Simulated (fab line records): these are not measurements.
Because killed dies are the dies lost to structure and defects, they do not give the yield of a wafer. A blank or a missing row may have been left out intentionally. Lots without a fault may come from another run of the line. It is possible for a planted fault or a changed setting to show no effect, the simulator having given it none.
Split-lot study    flow rit-cmos    route with 202 steps; 5 lots, 23 wafers read

SPLIT DETAILS
At RIT_CONTACT_CVD_00 (deposits SiO2 from TEOS, target thk 400 nm, time 61 s), the setting time-s was moved away from the recipe's 61 s on 8 of the 23 wafers read, by +8.7% to +9.5%. This setting was run at the recipe's value on the other wafers.

There is no step in the file separating the split from the reading.

THE READING
CONTACT_TEOS_THK (nm), taken at RIT_CONTACT_THK_MEAS_01. Typical for fault-free wafers on this fab line: 401 nm, with standard deviation 5.1 nm.

wafer   tool, chamber at the split  time-s as run, s  against the recipe  CONTACT_TEOS_THK, nm  against lot-mates on the recipe
L077.2  pecvd-02, 1                 61                recipe              401                   -
L077.4  pecvd-02, 2                 61                recipe              407                   -
L077.5  pecvd-02, 1                 61                recipe              407                   -
L078.1  pecvd-01, 2,1               61                recipe              397                   -
L078.3  pecvd-01, 2,1               61                recipe              394                   -
L078.4  pecvd-01, 2                 61                recipe              401                   -
L078.5  pecvd-01, 1                 66.55             +9.1%               438                   +41
L078.6  pecvd-01, 0                 66.55             +9.1%               437                   +40
L079.1  pecvd-04, 1                 66.8              +9.5%               437                   +32
L079.2  pecvd-04, 2                 66.8              +9.5%               440                   +34
L079.3  pecvd-04, 0                 66.8              +9.5%               437                   +32
L079.5  pecvd-04, 2                 61                recipe              408                   -
L079.6  pecvd-04, 1                 61                recipe              403                   -
L080.1  pecvd-02, 1                 61                recipe              407                   -
L080.2  pecvd-02, 2,0               66.28             +8.7%               434                   +30
L080.3  pecvd-02, 0                 61                recipe              400                   -
L080.5  pecvd-02, 2,0               66.28             +8.7%               442                   +38
L080.6  pecvd-02, 1                 66.28             +8.7%               443                   +40
L084.1  pecvd-01, 0                 61                recipe              394                   -
L084.2  pecvd-01, 2,1,1             61                recipe              395                   -
L084.3  pecvd-01, 2,1,1             61                recipe              394                   -
L084.4  pecvd-01, 2,1,1             61                recipe              401                   -
L084.5  pecvd-01, 0                 61                recipe              398                   -
Where a row lists several chambers, the file gives one row for several wafers and doesn't say which wafer went through which chamber.

FIT RESULTS
A straight line over all 23 wafers: CONTACT_TEOS_THK changes by +4.17 nm for each +1% of time-s; r = +0.97; the points scatter about the line by 4.7 nm.
The same after taking each lot's own level away (the mean of its wafers on the recipe; 23 wafers): +3.92 nm for each +1%; r = +0.98; scatter 3.8 nm.
The reading moves by 37 nm for the largest change in time-s, on that fit.
Across the lots, their own levels run from 396.4 to 405.5 nm, a range of 1.8 times the standard deviation given above.
So the lot-to-lot level changes the slope little: the two slopes agree.
Check: for one of the wafers moved furthest among these (+9.5%), held out of the fit, the line's prediction against its lot-mates is +38.2 nm. It came out at +31.5 nm against them.

THE OTHER SPLITS THESE WAFERS WENT THROUGH
These wafers also went through other splits before the reading. Each is held against what the fit with the lots' levels taken away leaves over:
other split on the same wafers  wafers away from the commonest value  r with CONTACT_TEOS_THK (lot level and that fit taken away)
RIT_PSD_IMPLANT_08 energy-kev   9                                     -0.09

THE WHOLE CHAIN: every reading that the file lists as answering this split, in the file's order
step                     what it does                                                                 reading                                                                         change (the file's fit)               r (the file's)
RIT_CONTACT_CVD_00       deposits SiO2 from TEOS, target thk 400 nm, time 61 s                        SiO2_of_CONTACT_CVD_00.thk-nm (the simulator's own value, which no gauge read)  +3.76 nm for each +1% of the setting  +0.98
RIT_CONTACT_THK_MEAS_01                                                                               CONTACT_TEOS_THK                                                                +4 for each +1% of the setting        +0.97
RIT_CONTACT_ETCH_11      etches SiO2 in CHF3/CF4/Ar, stops on TiSi2, target depth 480 nm, time 320 s  etch.depth-nm (the simulator's own value, which no gauge read)                  +3.76 nm for each +1% of the setting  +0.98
RIT_CONTACT_ETCH_11      etches SiO2 in CHF3/CF4/Ar, stops on TiSi2, target depth 480 nm, time 320 s  CONTACT.feature-depth-nm (the simulator's own value, which no gauge read)       +4.01 nm for each +1% of the setting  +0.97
RIT_M1_METAL_ETCH_12     etches Al in Cl2/BCl3, stops on SiO2, time 165 s, target depth 600 nm        SiO2_of_CONTACT_CVD_00.thk-nm (the simulator's own value, which no gauge read)  +3.29 nm for each +1% of the setting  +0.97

THE FILE'S OWN FIT
CONTACT_TEOS_THK changes by +4 nm for each +1% of time-s, r = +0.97.
